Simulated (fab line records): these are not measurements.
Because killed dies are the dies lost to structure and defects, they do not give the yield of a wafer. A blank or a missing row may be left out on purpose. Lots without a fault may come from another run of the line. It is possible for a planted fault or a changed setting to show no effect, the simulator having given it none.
Split-lot study ; flow berkeleyCmos170 ; on a route of 331 steps: 5 lots, 23 wafers read

## SPLIT DETAILS
At UCB170_BACKSIDE_STRIP_03 (strips in O2), the setting powerW was moved away from the recipe's 400 W on 7 of the 23 wafers read, by -7.5% to +9.7%. For the rest of the wafers, this setting stayed at what the recipe calls for.

The split's own step is where the reading is taken.

## THE READING
oesProductAu, in a.u., at UCB170_BACKSIDE_STRIP_03 (strips in O2). On this fab line, fault-free wafers typically give 0.734 a.u. with a standard deviation of 0.0044 a.u.

wafer;tool, chamber at the split;powerW as run, W;against the recipe;oesProductAu, a.u.;against lot-mates on the recipe
L075.1;plasmaAsher-03, 1;400;recipe;0.736;-
L075.2;plasmaAsher-03, 0;400;recipe;0.738;-
L075.3;plasmaAsher-03, 0;400;recipe;0.741;-
L075.4;plasmaAsher-03, 1;400;recipe;0.730;-
L075.5;plasmaAsher-03, 0;400;recipe;0.729;-
L077.1;plasmaAsher-02, 0;438.9;+9.7%;0.766;+0.032
L077.2;plasmaAsher-02, 1;400;recipe;0.730;-
L077.4;plasmaAsher-02, 0;438.9;+9.7%;0.771;+0.037
L077.5;plasmaAsher-02, 1;400;recipe;0.738;-
L077.6;plasmaAsher-02, 0;438.9;+9.7%;0.766;+0.032
L085.2;plasmaAsher-02, 0;369.9;-7.5%;0.700;-0.032
L085.3;plasmaAsher-02, 0;400;recipe;0.729;-
L085.4;plasmaAsher-02, 1;400;recipe;0.732;-
L085.5;plasmaAsher-02, 0;400;recipe;0.736;-
L085.6;plasmaAsher-02, 1;369.9;-7.5%;0.709;-0.023
L083.1;plasmaAsher-02, 1;381.6;-4.6%;0.713;-0.020
L083.2;plasmaAsher-02, 0;400;recipe;0.739;-
L083.3;plasmaAsher-02, 1;400;recipe;0.732;-
L083.5;plasmaAsher-02, 0;400;recipe;0.729;-
L083.6;plasmaAsher-02, 1;381.6;-4.6%;0.721;-0.012
L084.2;plasmaAsher-03, 1;400;recipe;0.730;-
L084.3;plasmaAsher-03, 1;400;recipe;0.739;-
L084.6;plasmaAsher-03, 1;400;recipe;0.732;-

FIT RESULTS
A straight line over all 23 wafers: oesProductAu changes by +0.00361 a.u. for each +1% of powerW; r = +0.97; the points scatter about the line by 0.0042 a.u.
The same after taking each lot's own level away (the mean of its wafers on the recipe; 23 wafers): +0.00353 a.u. for each +1%; r = +0.97; scatter 0.0041 a.u.
That fit puts the effect of the largest move of powerW on the reading at 0.034 a.u.
Measured against the standard deviation above, the lots' own levels, which go from 0.7323 to 0.7348 a.u., span 0.6 times it.
Consequently the slope shifts little with the lot-to-lot level, the two slopes agreeing.
Check: with one of the wafers moved furthest among these (+9.7%) left out of the fit, the line predicts +0.0349 a.u. for it against its lot-mates. It came out at +0.032 a.u. against them.
Tool readings at the split's step, against how far the setting was moved: oesProductAu r = +0.97; stripTimeToEndpointS r = -0.99.

## OTHER SPLITS APPLIED TO THESE WAFERS
Other splits were also applied to these wafers ahead of the reading. Each is held against what the fit with the lots' levels taken away leaves over:
other split on the same wafers;wafers away from the commonest value;r with oesProductAu (lot level and that fit taken away)
UCB170_PSD_PEB_04 pebTempC;10;+0.17

## THE WHOLE CHAIN: every reading that the file lists as answering this split, in the file's order
step;what it does;reading;change (the file's fit);r (the file's)
UCB170_BACKSIDE_STRIP_03;strips in O2;oesProductAu;+0.00355 a.u. for each +1% of the setting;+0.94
UCB170_BACKSIDE_STRIP_03;strips in O2;stripTimeToEndpointS;withheld for each +1% of the setting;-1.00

## THE FILE'S OWN FIT
oesProductAu changes by +0.00355 a.u. for each +1% of powerW, r = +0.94.
